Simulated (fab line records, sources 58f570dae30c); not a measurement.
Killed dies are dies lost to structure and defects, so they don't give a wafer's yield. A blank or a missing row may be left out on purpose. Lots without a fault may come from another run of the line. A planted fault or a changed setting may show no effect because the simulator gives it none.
fab line records | flow berkeley_cmos170 | part 2 of 2: steps 29 to 39 of 39
record lots=5 wafers=15 last_day=10
route steps=331 shown PWELL@37 WELLDRIVE@55 ACTIVE@60
lots that met no fault: from a run of the same line without faults
start_h: hours from the record's first day to the start of the lot's first wafer shown | wait_h: hours since the lot's step before | " the same as in the row above | L1.1+2: a row that stands for several wafers | - no value, or no start given | * or withheld: withheld | < > ~ a bound
route shown NAME@n: a module of which the file shows steps, and the number in the route of the first | usual: mean/standard deviation of fault-free wafers | same: alike in all rows | chamber/n: place in a boat | sites: the reading at each site | _std_site: their standard deviation | _edge_site: outer sites' mean less inner sites' | radius_mm: how far each site lies from the wafer's centre | mask NAME#n: copy n | behind: the tool/chamber that last shaped the wafer | hold: why the lot was held/for how many hours/how that ended | device: the transistor (n, p or np) that didn't switch | end of line: the same wafers' tests at the end of the route | a step without rows: its recipe alone | killed: dies lost to structure and defects at the first sort, not the wafer's yield | map: a wafer's dies, x killed, . not, _ none there
set.NAME: the setting as run; set.NAME@STEP: as run at that earlier step | model.NAME: the simulator's own value behind a step, which no gauge read
lots at some steps of the route; a table a step, a row a wafer
services: from which hour (start_h, from the record's first day; less than 0 if before it) a tool's chamber was out of use, for how many hours, and why
## steps
# step UCB170_ACTIVE_CVD_05
# recipe material=Si3N4 target_thk_nm=220 temp_c=800 precursor=SiH2Cl2/NH3 time_s=3300 pressure_mtorr=200 sih2cl2_flow_sccm=25 nh3_flow_sccm=75
# usual sih2cl2_flow_sccm=24.99/0.062 susceptor_temp_C=799.9/0.37
# columns lot.wafer tool chamber start_h wait_h sih2cl2_flow_sccm susceptor_temp_C
L074.3 lpcvd-01 1 96.20 0.0 25.00 800.1
L074.4 " 1 " " 25.02 801.0
L074.5 " 1 " " 25.01 800.3
L082.1 lpcvd-02 1 139.92 0.0 24.99 800.0
L082.3 " 1 " " 25.00 800.0
L082.5 " 1 " " 25.08 799.9
L084.2 lpcvd-02 1 139.92 0.0 25.06 799.6
L084.3 " 1 " " 24.97 799.4
L084.6 " 1 " " 25.11 799.8
L085.1 lpcvd-02 0 139.92 0.0 25.12 800.2
L085.4 " 0 " " 25.04 800.2
L085.5 " 0 " " 25.03 801.0
L086.1 lpcvd-02 0 139.92 0.0 24.97 799.9
L086.2 " 0 " " 25.07 799.5
L086.4 " 0 " " 24.99 799.9
# step UCB170_ACTIVE_THK_MEAS_06
# recipe reads=Si3N4_of_ACTIVE_CVD_05
# usual ACTIVE_NITRIDE_THK=219.2/2.2
# columns lot.wafer tool chamber start_h wait_h ACTIVE_NITRIDE_THK[nm]
L074.3 film_metro-03 - 98.13 0.0 219.9
L074.4 " - " " 221.2
L074.5 " - " " 218.8
L085.1 film_metro-01 - 141.84 0.0 222.6
L085.4 " - " " 220.0
L085.5 " - " " 220.1
L084.2 film_metro-02 - 141.85 0.0 219.3
L084.3 " - " " 217.5
L084.6 " - " " 218.8
L086.1 film_metro-03 - 141.90 0.1 220.6
L086.2 " - " " 218.2
L086.4 " - " " 217.8
L082.1 film_metro-02 - 141.90 0.1 218.7
L082.3 " - " " 219.3
L082.5 " - " " 216.5
# step UCB170_ACTIVE_HMDS_07
# recipe prime_time_s=60 prime_temp_c=100
# usual exhaust_pa=44.7/0.98
# columns lot.wafer tool chamber start_h wait_h exhaust_pa
L074.3 litho_track-02 0 98.22 0.1 43.8
L074.4 " 0 " " 41.8
L074.5 " 0 " " 42.9
L084.2 litho_track-02 0 141.92 0.1 44.6
L084.3 " 0 " " 45.5
L084.6 " 0 " " 45.6
L085.1 litho_track-03 0 141.95 0.1 45.5
L085.4 " 0 " " 45.5
L085.5 " 0 " " 45.1
L086.1 litho_track-01 0 142.13 0.2 46.5
L086.2 " 0 " " 45.9
L086.4 " 0 " " 46.0
L082.1 litho_track-03 0 142.40 0.5 45.7
L082.3 " 0 " " 45.8
L082.5 " 0 " " 45.7
# step UCB170_ACTIVE_COAT_08
# recipe resist=KrF spin_rpm=1500 resist_thk_nm=900
# usual exhaust_pa=45.2/0.79
# columns lot.wafer tool chamber start_h wait_h exhaust_pa
L074.3 litho_track-02 0 98.37 0.1 44.4
L074.4 " 0 " " 44.9
L074.5 " 0 " " 45.8
L084.2 litho_track-02 0 142.07 0.1 45.2
L084.3 " 0 " " 45.3
L084.6 " 0 " " 45.4
L085.1 litho_track-03 0 142.10 0.1 45.5
L085.4 " 0 " " 45.6
L085.5 " 0 " " 44.0
L086.1 litho_track-01 0 142.28 0.1 44.6
L086.2 " 0 " " 44.7
L086.4 " 0 " " 44.5
L082.1 litho_track-03 0 142.55 0.1 45.3
L082.3 " 0 " " 45.2
L082.5 " 0 " " 44.2
# step UCB170_ACTIVE_SOFTBAKE_09
# recipe resist=KrF temp_c=130 time_s=60
# usual exhaust_pa=45.1/0.82
# columns lot.wafer tool chamber start_h wait_h exhaust_pa
L074.3 litho_track-02 0 98.52 0.1 46.6
L074.4 " 0 " " 44.6
L074.5 " 0 " " 45.3
L084.2 litho_track-02 0 142.22 0.1 45.0
L084.3 " 0 " " 45.1
L084.6 " 0 " " 45.8
L085.1 litho_track-03 0 142.25 0.1 45.0
L085.4 " 0 " " 45.1
L085.5 " 0 " " 46.0
L086.1 litho_track-01 0 142.43 0.1 45.8
L086.2 " 0 " " 45.2
L086.4 " 0 " " 45.3
L082.1 litho_track-03 0 142.70 0.1 44.3
L082.3 " 0 " " 45.0
L082.5 " 0 " " 44.3
# step UCB170_ACTIVE_EXPOSE_10
# recipe mask_id=ACTIVE target_cd_nm=1200 na=0.5 sigma_outer=0.6 source_shape=conventional dose_mj=20
# columns lot.wafer tool chamber start_h wait_h mask
L074.3+4+5 krf_scanner-01 0 98.79 0.2 ACTIVE#0
L084.2+3+6 krf_scanner-02 0 142.49 0.2 ACTIVE#0
L085.1+4+5 krf_scanner-01 0 142.71 0.4 ACTIVE#0
L086.1+2+4 krf_scanner-01 0 142.83 0.4 ACTIVE#0
L082.1+3+5 krf_scanner-02 0 143.19 0.5 ACTIVE#0
# step UCB170_ACTIVE_PEB_11
# recipe peb_temp_c=130 peb_time_s=withheld resist=KrF
# usual exhaust_pa=45.1/0.91
# columns lot.wafer tool chamber start_h wait_h exhaust_pa
L074.3 litho_track-01 0 98.94 0.1 44.9
L074.4 " 0 " " 45.4
L074.5 " 0 " " 45.8
L084.2 litho_track-02 0 142.82 0.3 45.7
L084.3 " 0 " " 43.6
L084.6 " 0 " " 46.7
L085.1 litho_track-03 0 142.85 0.1 44.2
L085.4 " 0 " " 45.7
L085.5 " 0 " " 44.8
L086.1 litho_track-01 0 143.03 0.2 45.7
L086.2 " 0 " " 44.1
L086.4 " 0 " " 45.1
L082.1 litho_track-01 0 143.30 0.1 45.5
L082.3 " 0 " " 45.5
L082.5 " 0 " " 44.9
# step UCB170_ACTIVE_DEVELOP_12
# recipe developer=TMAH develop_time_s=45 resist=KrF dev_temp_c=21
# usual exhaust_pa=45.1/0.87
# columns lot.wafer tool chamber start_h wait_h exhaust_pa
L074.3 litho_track-01 0 - - 44.2
L074.4 " 0 " " 43.7
L074.5 " 0 " " 44.3
L084.2 litho_track-02 0 - - 46.0
L084.3 " 0 " " 44.7
L084.6 " 0 " " 45.8
L085.1 litho_track-03 0 - - 44.8
L085.4 " 0 " " 45.3
L085.5 " 0 " " 46.1
L086.1 litho_track-01 0 - - 45.1
L086.2 " 0 " " 44.9
L086.4 " 0 " " 43.8
L082.1 litho_track-01 0 - - 45.5
L082.3 " 0 " " 46.2
L082.5 " 0 " " 47.4
# step UCB170_ACTIVE_CD_MEAS_13
# recipe target_cd_nm=1200
# usual cd_nm=1199.8/1.5
# columns lot.wafer tool chamber start_h wait_h cd_nm
L074.3 cd_sem-02 - 99.20 - 1202.0
L074.4 " - " " 1201.1
L074.5 " - " " 1201.3
L084.2 cd_sem-02 - 143.09 - 1200.8
L084.3 " - " " 1201.9
L084.6 " - " " 1202.3
L085.1 cd_sem-01 - 143.13 - 1199.6
L085.4 " - " " 1200.4
L085.5 " - " " 1199.6
L086.1 cd_sem-02 - 143.30 - 1201.1
L086.2 " - " " 1199.7
L086.4 " - " " 1200.3
L082.1 cd_sem-02 - 143.58 - 1199.6
L082.3 " - " " 1200.2
L082.5 " - " " 1198.6
# step UCB170_ACTIVE_OVL_MEAS_14
# usual ACTIVE_OVL=-1/5.5
# columns lot.wafer tool chamber start_h wait_h ACTIVE_OVL[nm]
L074.3 overlay-02 - 99.29 0.1 -4
L074.4 " - " " 7
L074.5 " - " " 11
L084.2 overlay-02 - 143.20 0.1 -8
L084.3 " - " " 0
L084.6 " - " " -5
L085.1 overlay-01 - 143.25 0.1 0
L085.4 " - " " -1
L085.5 " - " " 0
L086.1 overlay-02 - 143.42 0.1 0
L086.2 " - " " 5
L086.4 " - " " 8
L082.1 overlay-02 - 143.70 0.1 -12
L082.3 " - " " -2
L082.5 " - " " -11
# step UCB170_ACTIVE_ETCH_15
# recipe chemistry=CH3F/Ar/O2 target=Si3N4 stop_on=SiO2 CH3F_flow_sccm=20 Ar_flow_sccm=50 O2_flow_sccm=7 pressure_mtorr=50 rf_w=450 target_depth_a=2420 over_etch_frac=0.1 time_s=151
# usual drypump_motor_current_A=5.8/0.52 oes_product_au=0.941/0.015 throttle_valve_pct=8.04/0.15
# columns lot.wafer tool chamber start_h wait_h drypump_motor_current_A oes_product_au rf_hours_counter_h throttle_valve_pct
L074.3 rie_diel-04 1 99.32 0.0 6.5 0.965 80 8.26
L074.4 " 3 " " 5.7 0.953 145 7.94
L074.5 " 1 " " 6.5 0.961 - 8.26
L084.2 rie_diel-01 3 143.23 0.0 6.5 0.942 140 7.89
L084.3 " 1 " " 6.6 0.937 78 8.09
L084.6 " 1 " " 6.6 0.943 - 8.08
L085.1 rie_diel-04 3 143.28 0.0 5.7 0.965 147 7.93
L085.4 " 0 " " 6.0 0.936 2 7.98
L085.5 " 2 " " 5.4 0.944 - 8.10
L086.1 rie_diel-02 2 143.46 0.0 5.3 0.962 143 8.22
L086.2 " 0 " " 5.6 0.920 13 7.73
L086.4 " 1 " " 5.2 0.919 131 8.09
L082.1 rie_diel-04 1 143.74 0.0 6.5 0.975 81 8.26
L082.3 " 2 " " 5.4 0.945 17 8.12
L082.5 " 1 " " 6.5 0.958 - 8.29
## services
# columns tool chamber start_h hours kind
krf_scanner-01 - 35.22 1.3 pm
krf_scanner-02 - 41.26 4.4 pm
wet_bench-02 - 45.50 0.5 repair
krf_scanner-02 - 45.64 1.0 pm
furnace-01 - 48.73 2.7 pm
krf_scanner-01 - 59.46 4.0 pm
wet_bench-04 - 70.03 1.5 repair
rie_diel-01 - 70.95 2.8 pm
rie_diel-02 3 73.47 4.7 repair
lpcvd-01 - 84.42 1.4 repair
rie_diel-02 1 91.91 2.5 repair
rie_diel-02 0 93.38 3.0 repair
furnace-04 - 93.66 3.0 pm
implanter-01 - 97.87 6.1 repair
furnace-01 - 101.70 3.4 pm
furnace-01 - 105.15 2.6 pm
rie_diel-04 - 107.39 2.8 pm
krf_scanner-02 - 110.17 0.2 repair
krf_scanner-02 - 111.40 1.3 pm
implanter-02 - 117.01 6.5 repair
furnace-02 - 127.31 3.2 pm
rie_diel-02 - 138.52 0.1 repair
wet_bench-02 - 140.39 1.8 repair
plasma_asher-01 - 141.74 0.5 repair
